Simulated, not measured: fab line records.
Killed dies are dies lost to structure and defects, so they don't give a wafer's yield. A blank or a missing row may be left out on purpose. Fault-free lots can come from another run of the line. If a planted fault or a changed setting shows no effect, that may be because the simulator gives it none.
Split-lot trial -- flow rit-cmos -- on a route of 202 steps: 5 lots, 23 wafers read

SPLIT DETAILS
At RIT_SPACER_CVD_03 (deposits Si3N4 from SiH2Cl2/NH3, target thk 250 nm, time 3300 s), the setting time-s was moved away from the recipe's 3300 s on 15 of the 23 wafers read, by -8.0% to -6.0%. All remaining wafers had this setting at the recipe value.

There is no step in the file separating the split from the reading.

THE READING
SPACER_NITRIDE_THK, in nm, at RIT_SPACER_THK_MEAS_04. A value of 251.6 nm with a standard deviation of 1.9 nm is what fault-free wafers of this fab line usually give.

wafer,"tool, chamber at the split","time-s as run, s",against the recipe,"SPACER_NITRIDE_THK, nm",against lot-mates on the recipe
L074.1,"lpcvd-02, 1",3300,recipe,251.7,-
L074.3,"lpcvd-02, 1",3300,recipe,250.7,-
L074.5,"lpcvd-02, 1",3300,recipe,250.7,-
L075.1,"-, -",3045,-7.7%,232.0,no lot-mate on the recipe
L075.2,"-, -",3045,-7.7%,233.8,no lot-mate on the recipe
L075.3,"-, -",3045,-7.7%,232.6,no lot-mate on the recipe
L075.4,"-, -",3045,-7.7%,234.0,no lot-mate on the recipe
L075.6,"-, -",3045,-7.7%,234.0,no lot-mate on the recipe
L080.1,"-, -",3035,-8.0%,233.0,no lot-mate on the recipe
L080.2,"-, -",3035,-8.0%,233.3,no lot-mate on the recipe
L080.3,"-, -",3035,-8.0%,231.8,no lot-mate on the recipe
L080.4,"-, -",3035,-8.0%,231.7,no lot-mate on the recipe
L080.5,"-, -",3035,-8.0%,230.9,no lot-mate on the recipe
L082.1,"-, -",3300,recipe,252.5,-
L082.2,"-, -",3300,recipe,252.1,-
L082.3,"-, -",3300,recipe,250.9,-
L082.4,"-, -",3300,recipe,250.5,-
L082.5,"-, -",3300,recipe,251.4,-
L085.2,"-, -",3101,-6.0%,236.2,no lot-mate on the recipe
L085.3,"-, -",3101,-6.0%,235.9,no lot-mate on the recipe
L085.4,"-, -",3101,-6.0%,237.5,no lot-mate on the recipe
L085.5,"-, -",3101,-6.0%,236.4,no lot-mate on the recipe
L085.6,"-, -",3101,-6.0%,236.4,no lot-mate on the recipe

FIT RESULTS
A straight line over all 23 wafers: SPACER_NITRIDE_THK changes by +2.38 nm for each +1% of time-s; r = +1.00; the points scatter about the line by 0.83 nm.
Too few moved wafers have a lot-mate on the recipe to fit a line with each lot's own level taken away.

THE WHOLE CHAIN: every reading that the file lists as answering this split, in the file's order
step,what it does,reading,change (the file's fit),r (the file's)
RIT_SPACER_CVD_03,"deposits Si3N4 from SiH2Cl2/NH3, target thk 250 nm, time 3300 s","Si3N4_of_SPACER_CVD_03.thk-nm (the simulator's own value, which no gauge read)",+2.37 nm for each +1% of the setting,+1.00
RIT_SPACER_THK_MEAS_04,,SPACER_NITRIDE_THK,+2.38 for each +1% of the setting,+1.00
RIT_SPACER_ETCHBACK_05,"etches Si3N4 in SF6/CHF3, stops on SiO2, target depth 250 nm, time 240 s","etch.depth-nm (the simulator's own value, which no gauge read)",+2.36 nm for each +1% of the setting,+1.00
RIT_SPACER_ETCHBACK_05,"etches Si3N4 in SF6/CHF3, stops on SiO2, target depth 250 nm, time 240 s","Si3N4_of_SPACER_CVD_03.thk-nm (the simulator's own value, which no gauge read)",+1.91 nm for each +1% of the setting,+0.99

THE FILE'S OWN FIT
SPACER_NITRIDE_THK changes by +2.38 nm for each +1% of time-s, r = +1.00.
